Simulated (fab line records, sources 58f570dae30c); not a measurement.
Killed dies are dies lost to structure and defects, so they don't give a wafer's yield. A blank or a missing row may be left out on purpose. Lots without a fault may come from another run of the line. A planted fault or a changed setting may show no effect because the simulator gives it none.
A struck lot beside a sound one | flow berkeley_cmos170 | 14 steps out of a route of 331
Sound: wafers L665.1, L665.3, L665.6. Struck: wafers L670.1, L670.2, L670.3. The cause comes at the end.
At each step with rows: each side's tool, then ch and its chambers, then its first start. Under that, the readings that differ: sound wafers | struck wafers | difference of the means | sigmas: that difference in standard deviations of wafers without a fault.
alike: readings whose means differ by less than 2 such deviations, and words and numbers that are the same on both sides. not compared: withheld readings, readings that some wafer has no value for, bounds like >300 that may hide the same value, and numbers for which the record gives no deviation and whose values overlap.
The two part at a step that has a row with sigmas, a row that says differs or no value, or rows on one side only. Numbers that don't overlap but have no deviation are shown without sigmas and don't part them. A reading that every wafer of one side lacks parts them only if that side has two wafers or more.

UCB170_M1_STRIP_13: strips in O2.
  sound on plasma_asher-02 ch 0,1, day 7 14:41; struck on plasma_asher-01 ch 0,1, day 9 05:53
  alike: drypump_motor_current_A, oes_product_au
  not compared: rf_hours_counter_h
UCB170_M1_CD_MEAS_90: target cd 700 nm.
  sound on cd_sem-02, day 7 14:47; struck on cd_sem-02, day 9 05:59
  alike: cd_nm
then, 1 step without rows for these wafers: UCB170_M1_ANNEAL_14 (time 1200 s).
UCB170_V1_CVD_00: deposits SiO2 from TEOS/O2, target thk 2000 nm, time 250 s.
  sound on pecvd-04 ch 0,2, day 7 16:36; struck on pecvd-03 ch 0,1,2, day 9 09:32
  alike: heater_power_w
UCB170_V1_THK_MEAS_01:
  sound on film_metro-04, day 7 16:45; struck on film_metro-02, day 9 09:41
  reading          | sound          | struck         | difference | sigmas
  V1_TEOS_THK (nm) | 2013 2014 2018 | 1960 1975 1969 | -47        | -2
UCB170_V1_CMP_02: polishes SiO2.
  sound on cmp-02 ch 0,2,3, day 7 17:04; struck on cmp-01 ch 1,2,3, day 9 09:45
  alike: motor_current_A
UCB170_V1_BOW_MEAS_03:
  sound on film_metro-03, day 7 17:16; struck on film_metro-03, day 9 10:03
  reading     | sound   | struck   | difference | sigmas
  V1_BOW (um) | 19 8 22 | 30 27 35 | +14        | +2
UCB170_V1_THK_MEAS_04:
  sound on film_metro-03, day 7 17:23; struck on film_metro-03, day 9 10:10
  alike: V1_POLISHED_THK
then, 4 steps without rows for these wafers: UCB170_V1_CLEAN_05 (cleans in DIW); UCB170_V1_HMDS_06 (prime time 60 s); UCB170_V1_COAT_07 (resist thk 900 nm); UCB170_V1_SOFTBAKE_08 (time 60 s).
UCB170_V1_EXPOSE_09: exposes mask VIA1, target cd 700 nm.
  sound on krf_scanner-01 ch 0, day 7 18:29; struck on krf_scanner-02, day 9 11:32
  no value came back on the struck wafers for exposure_dose_mJ_cm2, focus_offset_nm (nm); on the sound wafers exposure_dose_mJ_cm2 reads 37.00 36.94 36.91
  alike: mask
then, 1 step without rows for these wafers: UCB170_V1_PEB_10.

WHERE THEY PART
First at UCB170_V1_THK_MEAS_01; last, within this record, at UCB170_V1_EXPOSE_09.

WHY: what the simulator had put in
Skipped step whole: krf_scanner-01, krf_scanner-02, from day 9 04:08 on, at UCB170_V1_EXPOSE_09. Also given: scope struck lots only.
